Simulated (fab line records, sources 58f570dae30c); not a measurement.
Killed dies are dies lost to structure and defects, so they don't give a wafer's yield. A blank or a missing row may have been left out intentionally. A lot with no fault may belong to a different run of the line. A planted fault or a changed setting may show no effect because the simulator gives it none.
Which tool is to blame? | flow berkeley_cmos170 | 10 lots with 30 wafers sampled at 3 steps, on a route of 331 steps

== WHAT THE GAUGES SHOWED, per wafer ==
UCB170_CONTACT_THK_MEAS_02.
lot  | measured     | on            | CONTACT_PSG_THK (nm)
L542 | day 7 19:40  | film_metro-02 | 882 885 880
L539 | day 7 20:22  | film_metro-01 | 705 704 704
L540 | day 7 21:26  | film_metro-04 | 877 871 883
L547 | day 8 10:05  | film_metro-02 | 702 704 704
L561 | day 11 13:25 | film_metro-04 | 707 698 702
L560 | day 11 14:25 | film_metro-04 | 688 686 690
L558 | day 11 14:25 | film_metro-02 | 694 691 700
L557 | day 11 12:40 | film_metro-04 | 692 696 695
L559 | day 11 14:25 | film_metro-01 | 698 693 691
L562 | day 11 22:33 | film_metro-04 | 693 697 697

== EACH LOT AND THE TOOL THAT RAN IT (in order: tool; ch and the chambers of the sampled wafers; start) ==
lot  | UCB170_NVT_STRIP_08                  | UCB170_CONTACT_CVD_01
L542 | plasma_asher-01 ch 0,1, day 6 05:58  | lpcvd-01 ch 0, day 7 17:52
L539 | plasma_asher-03 ch 0,1, day 6 06:31  | lpcvd-02 ch 1, day 7 17:40
L540 | plasma_asher-01 ch 0,1, day 6 06:35  | lpcvd-01 ch 0, day 7 19:39
L547 | plasma_asher-03 ch 0,1, day 7 05:10  | lpcvd-02 ch 0, day 8 08:17
L561 | plasma_asher-02 ch 0,1, day 9 23:46  | lpcvd-01 ch 1, day 11 10:43
L560 | plasma_asher-01 ch 0,1, day 10 00:02 | lpcvd-02 ch 0, day 11 12:38
L558 | plasma_asher-03 ch 0,1, day 10 00:08 | lpcvd-02 ch 1, day 11 12:38
L557 | plasma_asher-02 ch 0,1, day 10 00:24 | lpcvd-02 ch 0, day 11 10:50
L559 | plasma_asher-01 ch 0,1, day 10 00:29 | lpcvd-02 ch 0, day 11 12:38
L562 | plasma_asher-01 ch 0,1, day 10 13:02 | lpcvd-01 ch 1, day 11 20:46
- UCB170_NVT_STRIP_08: strips in O2.
- UCB170_CONTACT_CVD_01: deposits PSG from SiH4/O2/PH3, target thk 700 nm, time 2820 s.

== THE ANSWER, worked out from the rows above alone ==
Rule: the usual values come from the lots themselves. Put in order of their means at a reading, lots are off if they are a third of the lots or fewer, leave a main group of 4 or more, and stand apart from it by a gap of 3 or more times the standard deviation of the main group's means; of several such gaps the widest counts. The tables above print the reading to a certain number of digits; a main group whose means all agree to those digits is not used. A lot without any number at a reading at which 4 lots or more have one is off too. The other lots that the step has rows for count as sound.
Off: L542, L540, at UCB170_CONTACT_THK_MEAS_02 (CONTACT_PSG_THK). The main group: mean 697 nm, standard deviation 5.3.
If a tool, at a process step before that reading, ran all the lots that are off and no sound lot after the first of them, it fits. The gauges at UCB170_CONTACT_THK_MEAS_02 are tried like those tools. Of those tried, none fits.

== WHAT THE SIMULATOR HAD PUT IN ==
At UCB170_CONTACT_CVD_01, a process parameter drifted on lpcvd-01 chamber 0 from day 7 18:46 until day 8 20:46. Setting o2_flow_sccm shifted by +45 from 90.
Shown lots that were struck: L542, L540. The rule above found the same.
